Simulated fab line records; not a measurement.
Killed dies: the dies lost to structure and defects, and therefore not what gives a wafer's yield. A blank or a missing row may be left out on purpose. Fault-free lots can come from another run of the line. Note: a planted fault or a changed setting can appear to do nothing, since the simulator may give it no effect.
Matching of chambers | flow berkeley cmos170 | UCB170_V2_ETCH_14 on rie diel-02 has 3 sister chambers
The step etches SiO2 in CHF3/CF4/Ar, stops on Al, target depth 1250 nm, time 291 s. 14 wafers are shown with their chamber, then 6 later ones without.

## WAFERS, EACH WITH ITS CHAMBER
wafer  | chamber | drypump motor current A (A) | throttle valve pct (%) | oes product au (a.u.)
L121.1 | 3       | 5.79                        | 6.87                   | 0.854
L121.5 | 3       | 5.79                        | 6.89                   | 0.858
L121.6 | 0       | 5.83                        | 7.02                   | 0.862
L124.1 | 3       | 5.77                        | 6.88                   | 0.857
L124.2 | 1       | 5.05                        | 6.88                   | 0.866
L124.4 | 0       | 5.82                        | 7.00                   | 0.870
L122.1 | 1       | 5.04                        | 6.91                   | 0.859
L122.3 | 0       | 5.82                        | 7.01                   | 0.862
L122.6 | 1       | 5.05                        | 6.91                   | 0.873
L125.3 | 0       | 5.82                        | 7.00                   | 0.862
L125.4 | 3       | 5.81                        | 6.91                   | 0.861
L125.5 | 3       | 5.80                        | 6.91                   | 0.855
L129.2 | 0       | 5.81                        | 7.01                   | 0.866
L129.4 | 3       | 5.78                        | 6.89                   | 0.859

SIGNATURES (means of the wafers above)
reading                 | chamber 0 | chamber 1 | chamber 3 | scatter within a chamber
drypump motor current A | 5.8200    | 5.0467    | 5.7900    | 0.0107
throttle valve pct      | 7.0080    | 6.9000    | 6.8917    | 0.014
oes product au          | 0.86440   | 0.86600   | 0.85733   | 0.00407
Rule: a wafer lies at a distance from a chamber equal to the root of the sum of squares, over the readings, of (its reading less the chamber's mean, divided by the reading's scatter). The wafer belongs to the nearest chamber; if the next one is less than 2 further off, it can't be placed. The scatter is the square root of a quotient: the sum, over the shown wafers, of each reading's squared deviation from its chamber's mean, divided by wafers minus chambers.

## WAFERS WITHOUT THEIR CHAMBER
wafer  | drypump motor current A (A) | throttle valve pct (%) | oes product au (a.u.)
L129.6 | 5.76                        | 6.88                   | 0.843
L135.1 | 5.04                        | 6.89                   | 0.861
L135.5 | 5.04                        | 6.90                   | 0.863
L135.6 | 5.80                        | 7.01                   | 0.862
L142.1 | 5.05                        | 6.90                   | 0.850
L142.3 | 5.78                        | 6.88                   | 0.858

## THE CHAMBER EACH PASSED THROUGH
wafer  | from the rows above | in truth
L129.6 | 3                   | 3
L135.1 | 1                   | 1
L135.5 | 1                   | 1
L135.6 | 0                   | 0
L142.1 | 1                   | 1
L142.3 | 3                   | 3
6 of 6 placed correctly. Can't be placed from these rows: 0. Wrongly placed: 0.
